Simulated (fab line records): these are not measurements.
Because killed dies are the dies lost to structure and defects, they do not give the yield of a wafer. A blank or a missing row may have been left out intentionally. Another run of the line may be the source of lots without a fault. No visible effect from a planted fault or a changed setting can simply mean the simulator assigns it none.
Comparing a struck lot with a sound one ; flow rit-cmos ; 18 out of 202 route steps
Sound: the wafers L938.1, L938.2, L938.4. Wafers struck: L949.2, L949.3, L949.4. At the end, the cause is stated.
For every step that has rows: the tool of each side, followed by ch and its chambers, followed by its first start. Under that, the readings that differ: sound wafers ; struck wafers ; difference of the means ; sigmas: that difference in standard deviations of wafers without a fault.
alike: readings with means less than 2 such deviations apart, plus words and numbers identical on both sides. not compared: withheld readings, readings lacking a value on some wafer, bounds such as >300 that could conceal the same value, and numbers that have no deviation in the record and whose values overlap.
A row with sigmas, a row that says differs or no value, or rows on one side alone: a step with any of these is where the two part. Numbers that don't overlap but have no deviation are shown without sigmas and don't part them. A reading missing from all wafers of one side parts the sides only when that side holds two or more wafers.

first, 1 step without rows for these wafers: RIT_PLDD_IMPLANT_08.
RIT_PLDD_STRIP_09: strips in O2, time 180 s.
  sound on plasma-asher-02 ch 0,1, day 2 23:59; struck on plasma-asher-04 ch 0,1, day 5 08:37
  alike: drypump-motor-current-A
  not compared: rf-hours-counter-h
RIT_PLDD_TW_MEAS_10:
  sound on film-metro-02, day 3 00:10; struck on film-metro-04, day 5 08:48
  alike: PLDD_TW
then, 4 steps without rows for these wafers: RIT_SPACER_CLEAN_00 (cleans in SC1, time 600 s); RIT_SPACER_CLEAN_01 (cleans in dHF, time 30 s); RIT_SPACER_CLEAN_02 (cleans in SC2, time 600 s); RIT_SPACER_CVD_03 (deposits Si3N4 from SiH2Cl2/NH3, target thk 250 nm, time 3300 s).
RIT_SPACER_THK_MEAS_04:
  sound on film-metro-01, day 3 02:31; struck on film-metro-01, day 5 11:26
  alike: SPACER_NITRIDE_THK
RIT_SPACER_ETCHBACK_05: etches Si3N4 in SF6/CHF3, stops on SiO2, target depth 250 nm, time 240 s.
  sound on rie-diel-02 ch 0,2,3, day 3 02:34; struck on rie-diel-01 ch 0,1,3, day 5 11:29
  alike: drypump-motor-current-A, oes-product-au, throttle-valve-pct
  not compared: rf-hours-counter-h
then, 3 steps without rows for these wafers: RIT_NSD_HMDS_00 (prime time 60 s); RIT_NSD_COAT_01 (resist thk 1000 nm); RIT_NSD_SOFTBAKE_02 (time 60 s).
RIT_NSD_EXPOSE_03: exposes mask M9, target cd 40700 nm.
  sound on iline-stepper-01 ch 0, day 3 03:17; struck on iline-stepper-01 ch 0, day 5 12:13
reading;sound;struck;difference;sigmas
model.NSD.overlay-x-nm (nm);3.157 3.157 3.157;421.3 421.3 421.3;+418.1;
  alike: mask, exposure-dose-mJ-cm2
then, 2 steps without rows for these wafers: RIT_NSD_PEB_04; RIT_NSD_DEVELOP_05 (develop time 50 s).
RIT_NSD_OVL_MEAS_06:
  sound on overlay-02, day 3 03:41; struck on overlay-02, day 5 12:37
reading;sound;struck;difference;sigmas
NSD_OVL (nm);3.7 2.8 3.2;422.0 421.9 421.8;+418.7;+99 or more
then, 1 step without rows for these wafers: RIT_NSD_HARDBAKE_07 (time 60 s).
RIT_M1_PROBE_99:
  sound on prober-02, day 3 14:14; struck on prober-02, day 5 23:13
reading;sound;struck;difference;sigmas
killed-at-front-end;12 11 15;5 6 6;-7;-2
killed-dies;12 11 15;5 6 6;-7;-2
model.etest.select-edge-diode-n.over-limit;0 0 0;1 1 1;+1;
  alike: killed-open, killed-short

== WHERE THEY PART ==
Earliest at RIT_NSD_OVL_MEAS_06; latest, in this record, at RIT_M1_PROBE_99.

WHY: what had been put in by the simulator
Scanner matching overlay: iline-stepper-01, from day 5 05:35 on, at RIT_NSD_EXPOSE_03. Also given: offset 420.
